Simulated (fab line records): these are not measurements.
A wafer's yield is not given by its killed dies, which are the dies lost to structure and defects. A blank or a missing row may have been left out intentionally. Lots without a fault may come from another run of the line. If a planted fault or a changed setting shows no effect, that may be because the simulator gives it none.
Problem report in the 8D (eight disciplines) form, filled by code + flow berkeley_cmos170 + the parts of the form that need people (team, actions taken, sign-off) are left out

== 1. THE PROBLEM ==
Wafers without a fault read 1199.8 nm, standard deviation 1.3; cd_nm at UCB170_PLDD_CD_MEAS_06 reads a mean of 1222.5 nm on 6 wafers belonging to 2 lots. Relative to the usual mean, that is a shift of +17 standard deviations.
The step: target cd 1200 nm.
The first sign was on wafer L332.1 at day 9 09:28, on cd_sem-01. At this step, 42 wafers from 14 lots have a number in the record. Rule for "out", or "out of limits": more than 4 standard deviations from the usual mean. The other wafers with a number count as sound.

== 2. WHAT IT IS AND WHAT IT IS NOT ==
| question                    | is                     | is not                                                                                 |
|-----------------------------|------------------------|----------------------------------------------------------------------------------------|
| which readings at this step | cd_nm                  | -                                                                                      |
| which lots                  | L332, L333             | L320, L321, L322, L323, L324, L326, L328, L331, L337, L338, L339, L342                 |
| which wafers of those lots  | all that have a number | -                                                                                      |
| read on which gauges        | cd_sem-01, cd_sem-02   | -                                                                                      |
| when                        | from day 9 09:28       | up to then (24 sound wafers); but 12 sound wafers of L337, L338, L339, L342 came after |

== 3. SUSPECTS, AND WHAT RULES EACH OUT ==
Counting: a tool at any process step up to the reading remains a suspect when it ran all the lots that are out and ran no sound lot after the first of those.
- ruled out: the gauge at UCB170_PLDD_CD_MEAS_06. The wafers that are out were read on 2 gauges (cd_sem-01, cd_sem-02).
- litho_track-03 at UCB170_PLDD_PEB_04: kept. Every lot that is out went through it, starting with L332 (day 9 09:11), and after that it ran no sound lot; the last sound lot it ran before then is L328 (day 9 08:39). Its own heater_power_total_W, plate_temp_C readings are out on those wafers.
Remaining after the count: litho_track-03 at UCB170_PLDD_PEB_04.

== 4. THE CAUSE (what the simulator had put in) ==
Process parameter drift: litho_track-03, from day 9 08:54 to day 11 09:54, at UCB170_PLDD_PEB_04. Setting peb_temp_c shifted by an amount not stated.
The count eliminated every tool but this one.

== 5. SEQUENCE OF EFFECTS, ordered by route ==
Each row: a reading where the mean over the struck wafers with a number is more than 3 standard deviations away from the usual. Readings are gone through only where the record gives a usual standard deviation; hours: the median, over the lots, of the time from a lot's start at the first step in this table giving one to that lot's start at this step; sigmas: the change measured in usual standard deviations.
| hours | step                   | reading              | usual     | on struck wafers | change | sigmas |
|-------|------------------------|----------------------|-----------|------------------|--------|--------|
| 0     | UCB170_PLDD_PEB_04     | heater_power_total_W | 56.81 W   | 59.33            | +2.52  | +60    |
| 0     | UCB170_PLDD_PEB_04     | plate_temp_C         | 129.98 C  | 134.44           | +4.46  | +32    |
| 0     | UCB170_PLDD_CD_MEAS_06 | cd_nm                | 1199.8 nm | 1222.5           | +22.7  | +17    |
The process steps in it:
- UCB170_PLDD_PEB_04
Later measuring or inspecting steps at which every struck wafer that the step has a row for has a number for every such reading, and none has moved that far: UCB170_NLDD_CD_MEAS_06.

== 6. WHAT WOULD HAVE CAUGHT IT SOONER ==
In this record the first reading out of limits at a measuring or inspecting step was taken at day 9 09:28, 1 hour after the fault began at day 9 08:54.
The tool's own readings at UCB170_PLDD_PEB_04 were out on every struck wafer that the step has a row for (heater_power_total_W, plate_temp_C): an alarm limit on them would have fired on the first of those.
L333, from the lots that are out (2), started UCB170_PLDD_PEB_04 on litho_track-03 later than day 9 09:28. A tool hold placed at that time would have kept it from harm.
